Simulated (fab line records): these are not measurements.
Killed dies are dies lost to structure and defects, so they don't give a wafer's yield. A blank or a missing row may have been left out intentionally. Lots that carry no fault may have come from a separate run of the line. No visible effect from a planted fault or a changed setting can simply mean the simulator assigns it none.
Struck lot and sound lot, side by side + flow ritCmos + 34 steps out of a route of 202
Sound: these wafers, L836.1, L836.4, L836.6. The struck wafers were L841.1, L841.5, L841.6. The cause is given at the end.
At each step with rows: each side's tool, then ch and its chambers, then its first start. Under that, the readings that differ: sound wafers + struck wafers + difference of the means + sigmas: that difference in standard deviations of wafers without a fault.
alike: words and numbers the same on both sides, and readings whose means are apart by under 2 such deviations; not compared: readings that were withheld, readings missing a value for some wafer, numbers with overlapping values and no deviation given by the record, and bounds like >300 which may hide the same value.
A row with sigmas, a row that says differs or no value, or rows on one side alone: a step with any of these is where the two part. When numbers do not overlap yet have no deviation, they are printed without sigmas and do not part them. Lack of a reading on every wafer of one side parts them only where that side has two or more wafers.

first, 4 steps without rows for these wafers: RIT_ACTIVE_CLEAN_15 (cleans in SC1, time 600 s); RIT_ACTIVE_CLEAN_16 (cleans in dHF, time 30 s); RIT_ACTIVE_CLEAN_17 (cleans in SC2, time 600 s); RIT_FOX1_OXIDATION_00 (target thk 350.7 nm, ox time 1130 s).
RIT_FOX1_THK_MEAS_01:
  struck on filmMetro-03, day 3 18:57; sound on filmMetro-02, day 2 18:47
| reading             | sound       | struck      | difference | sigmas |
|---------------------|-------------|-------------|------------|--------|
| FOX1_OXIDE_THK (nm) | 357 364 356 | 349 341 343 | -15        | -3     |
then, 2 steps without rows for these wafers: RIT_FOX1_WET_ETCH_02 (etches SiO2 in BOE, target depth 350 nm, time 390 s); RIT_FOX2_OXIDATION_00 (target thk 350.7 nm, ox time 1130 s).
RIT_FOX2_THK_MEAS_01:
  struck on filmMetro-03, day 3 20:28; sound on filmMetro-03, day 2 20:17
| reading             | sound       | struck      | difference | sigmas |
|---------------------|-------------|-------------|------------|--------|
| FOX2_OXIDE_THK (nm) | 351 352 346 | 363 368 361 | +14        | +2     |
then, 2 steps without rows for these wafers: RIT_FOX2_CLEAN_02 (cleans in dHF, time 180 s); RIT_FOX2_WET_ETCH_03 (etches Si3N4 in H3PO4, target depth 195 nm, time 2700 s).
RIT_FOX2_THK_MEAS_90:
  struck on filmMetro-03, day 3 21:25; sound on filmMetro-03, day 2 21:09
| reading                     | sound       | struck      | difference | sigmas |
|-----------------------------|-------------|-------------|------------|--------|
| FIELD_OXIDE_LEFT_1_THK (nm) | 324 325 319 | 336 341 334 | +14        | +2     |
then, 1 step without rows for these wafers: RIT_NWELL_HMDS_00 (prime time 60 s).
RIT_NWELL_COAT_01: resist thk 1300 nm.
  sound on lithoTrack-01 ch 0, day 2 21:22; struck on lithoTrack-01, day 3 21:37
  no value came back on the struck wafers for chillPlateTempC (C), dispensePressureKPa (kPa); on the sound wafers chillPlateTempC (C) reads 23.00 22.92 22.82
then, 4 steps without rows for these wafers: RIT_NWELL_SOFTBAKE_02 (time 60 s); RIT_NWELL_EXPOSE_03 (exposes mask M2, target cd 43900 nm); RIT_NWELL_PEB_04; RIT_NWELL_DEVELOP_05 (develop time 68 s).
RIT_NWELL_OVL_MEAS_06:
  struck on overlay-02, day 3 22:21; sound on overlay-02, day 2 22:13
| reading        | sound        | struck | difference                    | sigmas |
|----------------|--------------|--------|-------------------------------|--------|
| NWELL_OVL (nm) | 0.8 -0.4 1.2 | - - -  | no value on the struck wafers |        |
then, 2 steps without rows for these wafers: RIT_NWELL_HARDBAKE_07 (time 120 s); RIT_NWELL_IMPLANT_08.
RIT_NWELL_STRIP_09: strips in O2, time 180 s.
  sound on plasmaAsher-02 ch 0,1, day 2 22:39; struck on plasmaAsher-02 ch 0,1, day 3 22:47
  alike: drypumpMotorCurrentA, o2FlowSccm
  not compared: rfHoursCounterH
RIT_NWELL_TW_MEAS_10:
  struck on filmMetro-03, day 3 22:58; sound on filmMetro-04, day 2 22:50
  alike: NWELL_TW
then, 6 steps without rows for these wafers: RIT_PWELL_HMDS_00 (prime time 60 s); RIT_PWELL_COAT_01 (resist thk 1300 nm); RIT_PWELL_SOFTBAKE_02 (time 60 s); RIT_PWELL_EXPOSE_03 (exposes mask M3, target cd 43700 nm); RIT_PWELL_PEB_04; RIT_PWELL_DEVELOP_05 (develop time 68 s).
RIT_PWELL_OVL_MEAS_06:
  struck on overlay-02, day 3 23:54; sound on overlay-01, day 2 23:59
  alike: PWELL_OVL
then, 2 steps without rows for these wafers: RIT_PWELL_HARDBAKE_07 (time 120 s); RIT_PWELL_IMPLANT_08.
RIT_PWELL_STRIP_09: strips in O2, time 180 s.
  sound on plasmaAsher-01 ch 0,1, day 3 00:25; struck on plasmaAsher-02 ch 0,1, day 4 00:20
  alike: drypumpMotorCurrentA, o2FlowSccm
  not compared: rfHoursCounterH
RIT_PWELL_TW_MEAS_10:
  struck on filmMetro-03, day 4 00:31; sound on filmMetro-03, day 3 00:35
| reading  | sound       | struck         | difference | sigmas      |
|----------|-------------|----------------|------------|-------------|
| PWELL_TW | 970 969 968 | 2220 2204 2209 | +1242      | +99 or more |
then, 1 step without rows for these wafers: RIT_WELLDRIVE_ANNEAL_00 (time 14700 s).

WHERE THEY PART
Last at RIT_PWELL_TW_MEAS_10 as far as this record goes, first at RIT_FOX1_THK_MEAS_01.

WHY: whatever the simulator had introduced
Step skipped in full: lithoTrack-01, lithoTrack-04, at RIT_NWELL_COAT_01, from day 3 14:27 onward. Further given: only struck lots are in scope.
